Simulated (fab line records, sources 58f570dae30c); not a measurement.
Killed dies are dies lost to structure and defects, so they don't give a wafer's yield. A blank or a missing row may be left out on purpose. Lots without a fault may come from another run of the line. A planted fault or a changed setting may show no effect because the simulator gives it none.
Chamber matching | flow berkeley_cmos170 | UCB170_NWELL_ETCH_13 on rie_diel-03: 4 sister chambers
The step etches Si3N4 in CH3F/Ar/O2, stops on SiO2, target depth 246.4 nm, time 154 s. 4 wafers are shown with their chamber, then 7 later ones without.

WAFERS WITH THEIR CHAMBER
wafer  | chamber | drypump_motor_current_A (A)
L197.3 | 2       | 5.7
L209.1 | 3       | 6.1
L212.4 | 1       | 5.4
L212.5 | 0       | 5.6

WAFERS WITHOUT THEIR CHAMBER
wafer  | drypump_motor_current_A (A)
L212.6 | 5.4
L213.1 | 6.2
L213.2 | 5.6
L213.4 | 5.6
L217.1 | 5.4
L217.3 | 6.1
L217.5 | 5.5

WHICH CHAMBER EACH WENT THROUGH
wafer  | from the rows above          | in truth
L212.6 | 1                            | 1
L213.1 | 3                            | 3
L213.2 | can't be placed: 0 or 2      | 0
L213.4 | can't be placed: 0 or 2      | 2
L217.1 | 1                            | 1
L217.3 | 3                            | 3
L217.5 | can't be placed: 0 or 1 or 2 | 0
Placed correctly: 4 of 7. Can't be placed from these rows: 3 (the true chamber is among the candidates in 3). Placed wrongly: 0.
How it was worked out, from the rows above alone: a wafer's distance from a chamber is the root of the sum, over the readings, of the square of ((its reading less the chamber's mean) divided by the reading's scatter). The wafer belongs to the nearest chamber; if the next one is less than 2 further off, it can't be placed. A chamber's mean is the mean of its shown wafers. The scatter: with one shown wafer a chamber, the root of the mean of the squares of how far each hidden wafer lies from its nearest shown one.
